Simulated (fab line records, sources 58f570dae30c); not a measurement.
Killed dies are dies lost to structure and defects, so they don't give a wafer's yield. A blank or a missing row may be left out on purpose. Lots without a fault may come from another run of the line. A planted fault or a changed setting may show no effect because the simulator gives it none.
Problem report in the 8D (eight disciplines) form, filled by code | flow berkeley_cmos170 | the parts of the form that need people (team, actions taken, sign-off) are left out

1. THE PROBLEM
cd_nm at UCB170_M2_CD_MEAS_90 reads a mean of 676 nm on 3 wafers of 2 lots; wafers without a fault read 700 nm with a standard deviation of 3.1. That is -7.7 standard deviations from the usual mean.
The step: target cd 700 nm.
First seen on wafer L282.6, day 12 17:37, on cd_sem-01. The record holds 42 wafers of 14 lots with a number at this step. Rule for "out", or "out of limits": more than 4 standard deviations from the usual mean. The other wafers with a number count as sound.

2. WHAT IT IS AND WHAT IT IS NOT
question                    | is                     | is not
which readings at this step | cd_nm                  | -
which lots                  | L282, L283             | L267, L269, L270, L271, L273, L275, L276, L277, L279, L286, L289, L290
which wafers of those lots  | L282.6, L283.3, L283.6 | L282.4, L282.5, L283.5
read on which gauges        | cd_sem-01, cd_sem-02   | -
when                        | from day 12 17:37      | up to then (29 sound wafers); but 10 sound wafers of L283, L286, L289, L290 came after

3. SUSPECTS, AND WHAT RULES EACH OUT
Counting: a tool at a process step up to the reading stays a suspect if it ran every lot that is out. Sound lots after the first of them don't rule it out here, since some wafers of a struck lot are sound.
- the gauge at UCB170_M2_CD_MEAS_90: ruled out. The wafers that are out were read on 2 gauges (cd_sem-01, cd_sem-02).
- rie_metal-02 at UCB170_M2_METAL_ETCH_18 (etches Al in Cl2/BCl3, stops on SiO2, target depth 1170 nm, time 195 s): kept. It ran every lot that is out, first L282 (day 12 17:20); its last sound lot up to then is L277 (day 11 02:49). Its own readings are out on those wafers: rf_fwd_power_W.
- plasma_asher-02 at UCB170_M2_STRIP_19 (strips in O2): kept. It ran every lot that is out, first L282 (day 12 17:29); its last sound lot up to then is L270 (day 9 13:10). Its own readings are out on those wafers: oes_product_au.
- Within rie_metal-02 at UCB170_M2_METAL_ETCH_18: the wafers that are out ran in chamber 0; their sound lot-mates ran in chamber 1.
Left after counting: rie_metal-02 at UCB170_M2_METAL_ETCH_18, plasma_asher-02 at UCB170_M2_STRIP_19.

4. THE CAUSE (what the simulator had put in)
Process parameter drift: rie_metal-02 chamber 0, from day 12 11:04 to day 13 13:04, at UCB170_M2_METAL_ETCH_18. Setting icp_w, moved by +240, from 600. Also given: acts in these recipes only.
Counting left 2 suspects, and this tool is among them.

5. THE CHAIN OF EFFECTS, in route order
Each row: a reading whose mean over the struck wafers that have a number lies more than 3 standard deviations from the usual. Only readings for which the record gives a usual standard deviation are gone through. hours: the time from each lot's start at the first step in this table that gives one to its start at this step, as a median over the lots. sigmas: the change in usual standard deviations.
hours | step                    | reading        | usual      | on struck wafers | change | sigmas
0     | UCB170_M2_METAL_ETCH_18 | rf_fwd_power_W | 598.1 W    | 839.3            | +241.2 | +99 or more
0     | UCB170_M2_STRIP_19      | oes_product_au | 0.548 a.u. | 0.316            | -0.232 | -19
0     | UCB170_M2_CD_MEAS_90    | cd_nm          | 700 nm     | 676              | -24    | -7.7
The process steps in it:
- UCB170_M2_METAL_ETCH_18: etches Al in Cl2/BCl3, stops on SiO2, target depth 1170 nm, time 195 s.
- UCB170_M2_STRIP_19: strips in O2.
Later measuring or inspecting steps at which every struck wafer that the step has a row for has a number for every such reading, and none has moved that far: UCB170_V2_CD_MEAS_12.

6. WHAT WOULD HAVE CAUGHT IT SOONER
In this record the first reading out of limits at a measuring or inspecting step was taken at day 12 17:37, 7 hours after the fault began at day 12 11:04.
The tool's own readings at UCB170_M2_METAL_ETCH_18 were out on every struck wafer that the step has a row for (rf_fwd_power_W): an alarm limit on them would have fired on the first of those.
Of the lots that are out (2), L283 began UCB170_M2_METAL_ETCH_18 on rie_metal-02 after day 12 17:37. A hold on the tool at that time would have spared it.
